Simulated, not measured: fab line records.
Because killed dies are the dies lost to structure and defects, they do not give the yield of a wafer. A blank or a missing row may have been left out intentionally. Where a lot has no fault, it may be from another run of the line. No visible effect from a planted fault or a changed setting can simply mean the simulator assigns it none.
Which tool did it? :: flow berkeley_cmos170 :: 7 lots (19 wafers sampled), 1 step of a 331-step route

## WHAT EACH GAUGE READ, for each wafer
UCB170_START_BOW_MEAS_00.
lot: L640
measured: day 2 06:00
on: film_metro-01
INCOMING_BOW (um): -1 -2 0

lot: L642
measured: day 2 16:02
on: film_metro-01
INCOMING_BOW (um): -5 0 -2

lot: L646
measured: day 3 12:00
on: film_metro-01
INCOMING_BOW (um): 0 -5 -2

lot: L649
measured: day 4 03:00
on: film_metro-03
INCOMING_BOW (um): 0 1 -3

lot: L652
measured: day 4 18:00
on: film_metro-01
INCOMING_BOW (um): 2 3 -1

lot: L657
measured: day 5 19:05
on: film_metro-01
INCOMING_BOW (um): 4

lot: L659
measured: day 6 05:02
on: film_metro-03
INCOMING_BOW (um): 12 -2 -2

## WHAT TOOL EACH LOT RAN ON (gives the tool, then ch and the chambers of the sampled wafers, and finally the start)
The record shows no process step preceding these readings.

## THE ANSWER, worked out from the rows above alone
Rule: the usual values come from the lots themselves. The widest of any qualifying gaps counts: lots, ordered by their means at a reading, are off when they make up no more than a third of the lots, leave a main group of 4 or more, and stand apart from it by 3 or more times the standard deviation of that group's means. A main group whose means are all the same, to the digits that the tables above print for the reading, isn't used. A lot without any number at a reading at which 4 lots or more have one is off too. All remaining lots with rows at the step are treated as sound.
Across all readings shown, no lot is off: no conclusion can be drawn from this.

## WHAT WAS PUT IN BY THE SIMULATOR
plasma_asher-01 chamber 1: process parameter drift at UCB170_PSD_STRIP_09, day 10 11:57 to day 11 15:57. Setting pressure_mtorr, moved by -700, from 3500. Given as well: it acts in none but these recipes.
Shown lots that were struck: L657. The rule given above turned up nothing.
